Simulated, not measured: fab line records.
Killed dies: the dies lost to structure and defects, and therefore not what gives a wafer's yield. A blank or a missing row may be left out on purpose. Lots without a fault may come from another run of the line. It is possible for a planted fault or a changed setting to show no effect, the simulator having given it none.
fab line records	flow rit-cmos	part 1 of 2: steps 1 to 28 of 42
[record] lots = 5	wafers = 15	last-day = 7
route steps=202 shown ACTIVE@1 FOX1@20 FOX2@23 NWELL@28 PWELL@39
lots that met no fault: from a run of the same line without faults
start-h: hours from the record's first day to the start of the lot's first wafer shown	wait-h: time in hours since the lot's previous step	" same as the row above	L1.1+2: one row covering several wafers at once	- no value, or no start was given	* or withheld: withheld	< > ~ a bound
route shown NAME@n: names a module that has steps shown in the file, with the first one's number in the route	usual: mean and standard deviation over wafers with no fault	same: alike in all rows	chamber/n: place in a boat	sites: the reading at each site	_std_site: how widely they spread, as a standard deviation	_edge_site: the outer-site mean with the inner-site mean subtracted	radius-mm: how far each site lies from the wafer's centre	mask NAME#n: copy n	behind: the tool/chamber that last shaped the wafer	hold: reason for holding the lot/hours on hold/outcome of the hold	device: whichever transistor did not switch (one of n, p or np)	end of line: tests run on the same wafers once the route is complete	step lacking rows: just its recipe	killed: at the first sort, the dies lost to defects and structure; wafer yield is something else	map: dies across one wafer; x = killed, . = not, _ = none there
set.NAME: setting as actually run; set.NAME@STEP: the setting as run at that earlier step	model.NAME: the simulator's own value behind a step, which no gauge read
a table for each step, a row for each wafer; lots at some steps of the route
services: from which hour (start-h, from the record's first day; less than 0 if before it) a tool's chamber was out of use, for how many hours, and why
[[steps]]
[step RIT_ACTIVE_BOW_MEAS_00]
[recipe] mode = bow
[usual] INCOMING_BOW = 0/5.8
lot.wafer	tool	chamber	start-h	wait-h	INCOMING_BOW[um]
L082.1	film-metro-04	-	50.00	-	3
L082.2	"	-	"	"	-11
L082.3	"	-	"	"	5
L085.2	film-metro-04	-	65.02	-	2
L085.4	"	-	"	"	2
L085.6	"	-	"	"	10
L088.1	film-metro-04	-	80.00	-	5
L088.5	"	-	"	"	-4
L088.6	"	-	"	"	2
L090.4	film-metro-01	-	90.06	-	-2
L090.5	"	-	"	"	-4
L090.6	"	-	"	"	3
L095.2	film-metro-04	-	115.02	-	-8
L095.3	"	-	"	"	-3
L095.4	"	-	"	"	-12
[step RIT_ACTIVE_OXIDATION_01]
[recipe] temp-c = 1000	ambient = O2	target-thk-a = 468	ox-time-s = 3360
[usual] spike-tc-centre-C = 1002.0/1.4	zone-power-centre-pct = 45.5/0.66
lot.wafer	tool	chamber	start-h	wait-h	spike-tc-centre-C	zone-power-centre-pct
L082.1	furnace-03	0	50.12	0.1	1004.1	45.5
L082.2	"	0	"	"	1003.2	45.9
L082.3	"	0	"	"	1003.0	46.8
L085.2	furnace-01	0	65.12	0.1	999.4	45.3
L085.4	"	0	"	"	1001.2	44.3
L085.6	"	0	"	"	1001.0	45.3
L088.1	furnace-03	0	82.58	2.6	1003.6	45.7
L088.5	"	0	"	"	1003.3	46.6
L088.6	"	0	"	"	1003.6	45.8
L090.4	furnace-03	0	91.54	1.5	1002.6	45.5
L090.5	"	0	"	"	1004.6	46.7
L090.6	"	0	"	"	1002.4	46.9
L095.2	furnace-04	0	116.03	1.0	1001.7	46.6
L095.3	"	0	"	"	1003.2	45.4
L095.4	"	0	"	"	1003.3	46.4
[step RIT_ACTIVE_THK_MEAS_02]
[recipe] reads = SiO2_of_ACTIVE_OXIDATION_01
[usual] ACTIVE_OXIDE_THK = 47.4/0.99
lot.wafer	tool	chamber	start-h	wait-h	ACTIVE_OXIDE_THK[nm]
L082.1	film-metro-01	-	52.05	0.0	46.6
L082.2	"	-	"	"	46.5
L082.3	"	-	"	"	47.0
L085.2	film-metro-04	-	67.06	0.0	47.1
L085.4	"	-	"	"	47.9
L085.6	"	-	"	"	48.0
L088.1	film-metro-04	-	84.52	0.0	47.6
L088.5	"	-	"	"	48.3
L088.6	"	-	"	"	47.1
L090.4	film-metro-03	-	93.51	0.0	47.5
L090.5	"	-	"	"	47.3
L090.6	"	-	"	"	47.6
L095.2	film-metro-01	-	117.97	0.0	45.4
L095.3	"	-	"	"	45.8
L095.4	"	-	"	"	46.1
[step RIT_ACTIVE_CVD_03]
[recipe] material = Si3N4	target-thk-nm = 150	temp-c = 810	precursor = SiH2Cl2/NH3	time-s = 1500	pressure-mtorr = 300	sih2cl2-flow-sccm = 60	nh3-flow-sccm = 150
[usual] pressure-mtorr = 300.2/0.59	sih2cl2-flow-sccm = 60.01/0.18	spike-tc-centre-C = 813.1/1.3	zone-power-centre-pct = 34/3.8
[same] time-s = 1500
lot.wafer	tool	chamber	start-h	wait-h	pressure-mtorr	sih2cl2-flow-sccm	spike-tc-centre-C	zone-power-centre-pct
L082.1	lpcvd-01	0	52.72	0.7	299.7	59.99	813.1	39
L082.2	"	0	"	"	300.7	60.00	813.1	38
L082.3	"	0	"	"	300.6	60.20	813.1	39
L085.2	lpcvd-01	1	67.11	0.0	299.8	59.78	812.4	33
L085.4	"	1	"	"	300.2	60.00	813.3	32
L085.6	"	1	"	"	299.7	59.98	813.3	32
L088.1	lpcvd-02	1	84.58	0.1	300.1	60.55	813.8	31
L088.5	"	1	"	"	299.5	60.32	815.4	30
L088.6	"	1	"	"	300.5	60.17	810.9	31
L090.4	lpcvd-01	0	93.78	0.3	300.9	60.03	812.0	39
L090.5	"	0	"	"	300.9	60.02	813.8	38
L090.6	"	0	"	"	301.2	59.92	812.1	39
L095.2	lpcvd-02	1	118.02	0.0	300.3	59.76	812.0	30
L095.3	"	1	"	"	299.5	60.00	812.7	31
L095.4	"	1	"	"	299.7	59.82	812.9	30
[step RIT_ACTIVE_THK_MEAS_04]
[recipe] reads = Si3N4_of_ACTIVE_CVD_03
[usual] ACTIVE_NITRIDE_THK = 150.1/1.2
lot.wafer	tool	chamber	start-h	wait-h	ACTIVE_NITRIDE_THK[nm]
L082.1	film-metro-03	-	54.14	0.0	147.8
L082.2	"	-	"	"	145.9
L082.3	"	-	"	"	146.7
L085.2	film-metro-04	-	68.54	0.0	150.2
L085.4	"	-	"	"	150.5
L085.6	"	-	"	"	152.1
L088.1	film-metro-03	-	85.99	0.0	151.2
L088.5	"	-	"	"	151.6
L088.6	"	-	"	"	150.2
L090.4	film-metro-04	-	95.22	0.0	151.9
L090.5	"	-	"	"	152.2
L090.6	"	-	"	"	151.7
L095.2	film-metro-03	-	119.45	0.0	148.0
L095.3	"	-	"	"	150.0
L095.4	"	-	"	"	150.0
[step RIT_ACTIVE_HMDS_05]
[recipe] prime-time-s = 60	prime-temp-c = 140
lot.wafer	tool	chamber	start-h	wait-h
L082.1+2+3	litho-track-01	0	54.20	0.1
L085.2+4+6	litho-track-03	0	68.61	0.1
L088.1+5+6	litho-track-02	0	86.05	0.1
L090.4+5+6	litho-track-02	0	95.33	0.1
L095.2+3+4	litho-track-02	0	119.52	0.1
[step RIT_ACTIVE_COAT_06]
[recipe] resist = NOVOLAK	spin-rpm = 3250	resist-thk-nm = 1000
lot.wafer	tool	chamber	start-h	wait-h
L082.1+2+3	litho-track-01	0	54.35	0.1
L085.2+4+6	litho-track-03	0	68.77	0.1
L088.1+5+6	litho-track-02	0	86.20	0.1
L090.4+5+6	litho-track-02	0	95.48	0.1
L095.2+3+4	litho-track-02	0	119.67	0.1
[step RIT_ACTIVE_SOFTBAKE_07]
[recipe] resist = NOVOLAK	temp-c = 90	time-s = 60
[same] time-s = 60
lot.wafer	tool	chamber	start-h	wait-h
L082.1+2+3	litho-track-01	0	54.50	0.1
L085.2+4+6	litho-track-03	0	68.92	0.1
L088.1+5+6	litho-track-02	0	86.35	0.1
L090.4+5+6	litho-track-02	0	95.63	0.1
L095.2+3+4	litho-track-02	0	119.82	0.1
[step RIT_ACTIVE_EXPOSE_08]
[recipe] mask-id = M1	na = 0.6	source-shape = conventional	sigma-outer = 0.6	target-cd-nm = 1400	dose-mj = 225
[usual] reticle-temp-C = 23.00/0.1
lot.wafer	tool	chamber	start-h	wait-h	mask	reticle-temp-C
L082.1	iline-stepper-01	0	54.65	0.1	M1#0	23.03
L082.2	"	0	"	"	M1#0	23.06
L082.3	"	0	"	"	M1#0	23.19
L085.2	iline-stepper-01	0	69.18	0.2	M1#0	23.05
L085.4	"	0	"	"	M1#0	22.94
L085.6	"	0	"	"	M1#0	22.96
L088.1	iline-stepper-02	0	86.50	0.1	M1#0	23.05
L088.5	"	0	"	"	M1#0	23.01
L088.6	"	0	"	"	M1#0	23.02
L090.4	iline-stepper-02	0	95.76	0.1	M1#0	22.83
L090.5	"	0	"	"	M1#0	22.82
L090.6	"	0	"	"	M1#0	22.99
L095.2	iline-stepper-01	0	120.09	0.2	M1#0	22.94
L095.3	"	0	"	"	M1#0	22.89
L095.4	"	0	"	"	M1#0	23.07
[step RIT_ACTIVE_PEB_09]
[recipe] resist = NOVOLAK	temp-c = withheld	time-s = withheld
lot.wafer	tool	chamber	start-h	wait-h
L082.1+2+3	litho-track-03	0	54.76	0.1
L085.2+4+6	litho-track-02	0	69.31	0.1
L088.1+5+6	litho-track-03	0	86.62	0.1
L090.4+5+6	litho-track-01	0	95.92	0.1
L095.2+3+4	litho-track-01	0	120.22	0.1
[step RIT_ACTIVE_DEVELOP_10]
[recipe] resist = NOVOLAK	develop-time-s = 50	dev-temp-c = 23
lot.wafer	tool	chamber	start-h	wait-h
L082.1+2+3	litho-track-03	0	-	-
L085.2+4+6	litho-track-02	0	-	-
L088.1+5+6	litho-track-03	0	-	-
L090.4+5+6	litho-track-01	0	-	-
L095.2+3+4	litho-track-01	0	-	-
[step RIT_ACTIVE_CD_MEAS_11]
[recipe] target-cd-nm = 1400
[usual] cd-nm = 1399.6/2.1
lot.wafer	tool	chamber	start-h	wait-h	cd-nm
L082.1	cd-sem-01	-	55.05	-	1399.3
L082.2	"	-	"	"	1397.6
L082.3	"	-	"	"	1399.2
L085.2	cd-sem-02	-	69.58	-	1398.3
L085.4	"	-	"	"	1395.7
L085.6	"	-	"	"	1398.8
L088.1	cd-sem-02	-	86.90	-	1398.7
L088.5	"	-	"	"	1400.7
L088.6	"	-	"	"	1396.7
L090.4	cd-sem-02	-	96.19	-	1401.0
L090.5	"	-	"	"	1400.2
L090.6	"	-	"	"	1399.7
L095.2	cd-sem-01	-	120.49	-	1398.9
L095.3	"	-	"	"	1395.8
L095.4	"	-	"	"	1398.8
[step RIT_ACTIVE_HARDBAKE_12]
[recipe] resist = NOVOLAK	temp-c = 140	time-s = 60
[same] time-s = 60
lot.wafer	tool	chamber	start-h	wait-h
L082.1+2+3	litho-track-03	0	55.17	0.1
L085.2+4+6	litho-track-01	0	69.71	0.1
L088.1+5+6	litho-track-01	0	87.02	0.1
L090.4+5+6	litho-track-01	0	96.32	0.1
L095.2+3+4	litho-track-03	0	120.65	0.1
[step RIT_ACTIVE_ETCH_13]
[recipe] stop-on = SiO2	chemistry = SF6	target = Si3N4	time-s = 210	over-etch-frac = 0.4	SF6_flow_sccm = 200	pressure-mtorr = 260	rf-w = 125	target-depth-a = 2100
[usual] chamber-pressure-mTorr = 260.04/0.25	drypump-motor-current-A = 5.9/0.4	oes-product-au = 0.825/0.012	throttle-valve-pct = 7.43/0.12
[same] time-s = 210
lot.wafer	tool	chamber	start-h	wait-h	chamber-pressure-mTorr	drypump-motor-current-A	oes-product-au	rf-hours-counter-h	throttle-valve-pct
L082.1	rie-diel-03	0	55.32	0.1	259.96	5.7	0.827	67	7.55
L082.2	"	2	"	"	260.35	6.0	0.820	44	7.45
L082.3	"	3	"	"	260.64	5.9	0.798	26	7.27
L085.2	rie-diel-03	0	69.83	0.1	259.83	5.8	0.830	68	7.55
L085.4	"	3	"	"	259.64	5.9	0.813	-	7.26
L085.6	"	2	"	"	260.08	6.0	0.835	-	7.45
L088.1	rie-diel-03	3	87.17	0.1	259.96	5.9	0.819	27	7.26
L088.5	"	2	"	"	259.90	6.0	0.844	-	7.45
L088.6	"	1	"	"	260.61	5.9	0.828	-	7.51
L090.4	rie-diel-02	0	96.40	0.1	259.91	6.1	0.829	6	7.50
L090.5	"	2	"	"	260.01	6.7	0.846	-	7.30
L090.6	"	3	"	"	259.65	4.8	0.822	-	7.28
L095.2	rie-diel-02	1	120.77	0.1	259.80	6.7	0.829	34	7.46
L095.3	"	3	"	"	260.37	4.8	0.817	1	7.29
L095.4	"	1	"	"	260.16	6.7	0.831	-	7.46
[step RIT_ACTIVE_STRIP_14]
[recipe] chemistry = O2	time-s = 180	resist = NOVOLAK	platen-temp-c = withheld	power-w = 500	pressure-mtorr = 4000	o2-flow-sccm = 4000
[usual] chamber-pressure-mTorr = 4001/3.3	drypump-motor-current-A = 5.6/0.37
[same] time-s = 180
lot.wafer	tool	chamber	start-h	wait-h	chamber-pressure-mTorr	drypump-motor-current-A	rf-hours-counter-h
L082.1	plasma-asher-04	1	55.45	0.1	4004	5.1	43
L082.2	"	0	"	"	4002	5.8	43
L082.3	"	1	"	"	4003	5.1	-
L085.2	plasma-asher-04	1	69.97	0.1	3994	5.1	45
L085.4	"	0	"	"	4000	5.7	-
L085.6	"	0	"	"	3999	5.7	-
L088.1	plasma-asher-03	0	87.31	0.1	4004	6.0	44
L088.5	"	1	"	"	4000	5.2	-
L088.6	"	0	"	"	4003	6.0	-
L090.4	plasma-asher-04	0	96.59	0.1	3999	5.7	-
L090.5	"	0	"	"	3992	5.7	-
L090.6	"	1	"	"	4000	5.1	-
L095.2	plasma-asher-01	0	120.90	0.1	4003	5.6	29
L095.3	"	1	"	"	4005	6.1	-
L095.4	"	0	"	"	4005	5.6	-
[step RIT_ACTIVE_CD_MEAS_90]
[recipe] target-cd-nm = 1400
[usual] cd-nm = 1399.6/2.2
lot.wafer	tool	chamber	start-h	wait-h	cd-nm
L082.1	cd-sem-01	-	55.62	0.1	1399.2
L082.2	"	-	"	"	1397.1
L082.3	"	-	"	"	1398.8
L085.2	cd-sem-01	-	70.16	0.1	1398.1
L085.4	"	-	"	"	1396.0
L085.6	"	-	"	"	1398.6
L088.1	cd-sem-01	-	87.48	0.1	1398.2
L088.5	"	-	"	"	1400.6
L088.6	"	-	"	"	1396.9
L090.4	cd-sem-02	-	96.76	0.1	1401.0
L090.5	"	-	"	"	1400.3
L090.6	"	-	"	"	1400.0
L095.2	cd-sem-02	-	121.10	0.1	1398.6
L095.3	"	-	"	"	1395.3
L095.4	"	-	"	"	1399.0
[step RIT_ACTIVE_CLEAN_15]
[recipe] chemistry = SC1	mix = 3:3:50	time-s = 600	temp-c = 75
[usual] bath-heat-duty-pct = 15.4/1.7
[same] time-s = 600
lot.wafer	tool	chamber	start-h	wait-h	bath-heat-duty-pct
L082.1	wet-bench-01	0	55.74	0.1	16.7
L082.2	"	0	"	"	16.2
L082.3	"	0	"	"	17.3
L085.2	wet-bench-01	1	70.26	0.1	13.4
L085.4	"	1	"	"	12.3
L085.6	"	1	"	"	12.9
L088.1	wet-bench-01	0	87.60	0.1	15.8
L088.5	"	0	"	"	17.1
L088.6	"	0	"	"	17.6
L090.4	wet-bench-02	0	96.82	0.0	17.3
L090.5	"	0	"	"	16.4
L090.6	"	0	"	"	16.3
L095.2	wet-bench-02	2	121.20	0.1	17.2
L095.3	"	2	"	"	16.7
L095.4	"	2	"	"	18.9
[step RIT_ACTIVE_CLEAN_16]
[recipe] chemistry = dHF	dilution = 50:1	time-s = 30
[same] time-s = 30
lot.wafer	tool	chamber	start-h	wait-h
L082.1+2+3	wet-bench-02	0	55.92	0.0
L085.2+4+6	wet-bench-03	3	70.44	0.0
L088.1+5+6	wet-bench-02	3	87.79	0.0
L090.4+5+6	wet-bench-03	1	97.02	0.0
L095.2+3+4	wet-bench-03	1	121.37	0.0
[step RIT_ACTIVE_CLEAN_17]
[recipe] chemistry = SC2	mix = 3:3:50	time-s = 600	temp-c = 75	dry = n2-spin
[usual] bath-heat-duty-pct = 15.1/1.7
[same] time-s = 600
lot.wafer	tool	chamber	start-h	wait-h	bath-heat-duty-pct
L082.1	wet-bench-01	1	55.94	0.0	12.0
L082.2	"	1	"	"	13.4
L082.3	"	1	"	"	13.5
L085.2	wet-bench-01	0	70.46	0.0	17.0
L085.4	"	0	"	"	16.6
L085.6	"	0	"	"	17.8
L088.1	wet-bench-03	3	87.81	0.0	14.9
L088.5	"	3	"	"	16.7
L088.6	"	3	"	"	14.1
L090.4	wet-bench-02	0	97.03	0.0	16.6
L090.5	"	0	"	"	17.0
L090.6	"	0	"	"	16.3
L095.2	wet-bench-02	1	121.39	0.0	13.8
L095.3	"	1	"	"	13.1
L095.4	"	1	"	"	14.2
[step RIT_FOX1_OXIDATION_00]
[recipe] temp-c = 1100	ambient = H2O	target-thk-a = 3507	p-h2o-torr = 720	ox-time-s = 1130
[usual] spike-tc-centre-C = 1102.2/1.3	zone-power-centre-pct = 51.3/0.67
lot.wafer	tool	chamber	start-h	wait-h	spike-tc-centre-C	zone-power-centre-pct
L082.1	furnace-01	0	58.84	2.7	1103.2	51.0
L082.2	"	0	"	"	1100.7	50.0
L082.3	"	0	"	"	1099.2	51.3
L085.2	furnace-04	0	70.63	0.0	1103.7	51.8
L085.4	"	0	"	"	1102.5	52.3
L085.6	"	0	"	"	1102.1	51.8
L088.1	furnace-01	0	87.98	0.0	1100.9	50.4
L088.5	"	0	"	"	1100.0	50.3
L088.6	"	0	"	"	1101.0	51.2
L090.4	furnace-01	0	98.26	1.0	1100.1	50.3
L090.5	"	0	"	"	1101.8	51.4
L090.6	"	0	"	"	1101.4	50.7
L095.2	furnace-01	0	122.68	1.1	1100.6	50.5
L095.3	"	0	"	"	1100.3	50.8
L095.4	"	0	"	"	1101.9	50.8
[step RIT_FOX1_THK_MEAS_01]
[recipe] reads = SiO2_of_FOX1_OXIDATION_00
[usual] FOX1_OXIDE_THK = 352/6.7
lot.wafer	tool	chamber	start-h	wait-h	FOX1_OXIDE_THK[nm]
L082.1	film-metro-03	-	60.16	0.0	349
L082.2	"	-	"	"	351
L082.3	"	-	"	"	353
L085.2	film-metro-04	-	71.96	0.0	349
L085.4	"	-	"	"	350
L085.6	"	-	"	"	350
L088.1	film-metro-03	-	89.30	0.0	348
L088.5	"	-	"	"	341
L088.6	"	-	"	"	349
L090.4	film-metro-03	-	99.60	0.0	350
L090.5	"	-	"	"	357
L090.6	"	-	"	"	353
L095.2	film-metro-02	-	124.00	0.0	352
L095.3	"	-	"	"	352
L095.4	"	-	"	"	355
[step RIT_FOX1_WET_ETCH_02]
[recipe] chemistry = BOE	target-depth-nm = 350	time-s = 390	temp-c = 21.5	dry = n2-spin	dilution = 10:1	target = SiO2
[usual] bath-heat-duty-pct = 1.8/0.35
[same] time-s = 390
lot.wafer	tool	chamber	start-h	wait-h	bath-heat-duty-pct
L082.1	wet-bench-04	0	60.22	0.1	2.1
L082.2	"	0	"	"	1.9
L082.3	"	0	"	"	2.1
L085.2	wet-bench-03	0	72.01	0.0	1.6
L085.4	"	0	"	"	2.0
L085.6	"	0	"	"	2.0
L088.1	wet-bench-04	1	89.36	0.1	1.9
L088.5	"	1	"	"	1.6
L088.6	"	1	"	"	1.6
L090.4	wet-bench-03	3	99.63	0.0	1.6
L090.5	"	3	"	"	1.6
L090.6	"	3	"	"	1.8
L095.2	wet-bench-04	0	124.05	0.0	1.7
L095.3	"	0	"	"	1.6
L095.4	"	0	"	"	2.3
[step RIT_FOX2_OXIDATION_00]
[recipe] temp-c = 1100	ambient = H2O	target-thk-a = 3507	p-h2o-torr = 720	ox-time-s = 1130
[usual] spike-tc-centre-C = 1102.5/1.4	zone-power-centre-pct = 51.5/0.74
lot.wafer	tool	chamber	start-h	wait-h	spike-tc-centre-C	zone-power-centre-pct
L082.1	furnace-03	0	60.33	0.0	1102.7	51.4
L082.2	"	0	"	"	1100.8	51.2
L082.3	"	0	"	"	1103.2	52.4
L085.2	furnace-01	0	73.13	1.0	1100.2	51.8
L085.4	"	0	"	"	1100.9	50.4
L085.6	"	0	"	"	1101.2	50.5
L088.1	furnace-03	0	90.23	0.7	1104.0	51.3
L088.5	"	0	"	"	1103.3	51.5
L088.6	"	0	"	"	1103.4	51.6
L090.4	furnace-04	0	99.75	0.0	1102.5	51.3
L090.5	"	0	"	"	1103.3	51.8
L090.6	"	0	"	"	1102.1	52.1
L095.2	furnace-04	0	124.17	0.0	1102.8	52.2
L095.3	"	0	"	"	1106.0	51.9
L095.4	"	0	"	"	1102.4	51.8
[step RIT_FOX2_THK_MEAS_01]
[recipe] reads = SiO2_of_FOX2_OXIDATION_00
[usual] FOX2_OXIDE_THK = 352/7.6
lot.wafer	tool	chamber	start-h	wait-h	FOX2_OXIDE_THK[nm]
L082.1	film-metro-03	-	61.65	0.0	359
L082.2	"	-	"	"	348
L082.3	"	-	"	"	348
L085.2	film-metro-02	-	74.45	0.0	360
L085.4	"	-	"	"	360
L085.6	"	-	"	"	363
L088.1	film-metro-01	-	91.54	0.0	348
L088.5	"	-	"	"	347
L088.6	"	-	"	"	352
L090.4	film-metro-03	-	101.09	0.0	344
L090.5	"	-	"	"	338
L090.6	"	-	"	"	348
L095.2	film-metro-01	-	125.49	0.0	354
L095.3	"	-	"	"	350
L095.4	"	-	"	"	351
[step RIT_FOX2_CLEAN_02]
[recipe] chemistry = dHF	dilution = 50:1	time-s = 180
[same] time-s = 180
lot.wafer	tool	chamber	start-h	wait-h
L082.1+2+3	wet-bench-03	3	61.71	0.1
L085.2+4+6	wet-bench-01	1	74.50	0.0
L088.1+5+6	wet-bench-01	2	91.60	0.1
L090.4+5+6	wet-bench-04	3	101.12	0.0
L095.2+3+4	wet-bench-04	2	125.54	0.0
[step RIT_FOX2_WET_ETCH_03]
[recipe] chemistry = H3PO4	target = Si3N4	target-depth-nm = 195	temp-c = 165	time-s = 2700
[usual] bath-heat-duty-pct = 29/3
[same] time-s = 2700
lot.wafer	tool	chamber	start-h	wait-h	bath-heat-duty-pct
L082.1	wet-bench-03	0	61.76	0.0	27
L082.2	"	0	"	"	28
L082.3	"	0	"	"	29
L085.2	wet-bench-04	3	74.56	0.0	34
L085.4	"	3	"	"	32
L085.6	"	3	"	"	34
L088.1	wet-bench-03	2	91.67	0.0	25
L088.5	"	2	"	"	25
L088.6	"	2	"	"	26
L090.4	wet-bench-04	1	101.18	0.0	25
L090.5	"	1	"	"	25
L090.6	"	1	"	"	25
L095.2	wet-bench-04	3	125.60	0.0	34
L095.3	"	3	"	"	35
L095.4	"	3	"	"	34
[step RIT_FOX2_THK_MEAS_90]
[recipe] reads = SiO2_of_FOX2_OXIDATION_00
[usual] FIELD_OXIDE_LEFT_1_THK = 325/7.7
lot.wafer	tool	chamber	start-h	wait-h	FIELD_OXIDE_LEFT_1_THK[nm]
L082.1	film-metro-01	-	62.52	0.0	332
L082.2	"	-	"	"	320
L082.3	"	-	"	"	320
L085.2	film-metro-03	-	75.40	0.0	333
L085.4	"	-	"	"	333
L085.6	"	-	"	"	337
L088.1	film-metro-01	-	92.43	0.0	320
L088.5	"	-	"	"	320
L088.6	"	-	"	"	325
L090.4	film-metro-02	-	101.97	0.0	316
L090.5	"	-	"	"	311
L090.6	"	-	"	"	320
L095.2	film-metro-02	-	126.37	0.0	327
L095.3	"	-	"	"	323
L095.4	"	-	"	"	325
[step RIT_NWELL_HMDS_00]
[recipe] prime-time-s = 60	prime-temp-c = 140
lot.wafer	tool	chamber	start-h	wait-h
L082.1+2+3	litho-track-02	0	62.58	0.1
L085.2+4+6	litho-track-02	0	75.47	0.1
L088.1+5+6	litho-track-04	0	92.49	0.1
L090.4+5+6	litho-track-02	0	102.07	0.1
L095.2+3+4	litho-track-03	0	126.52	0.1
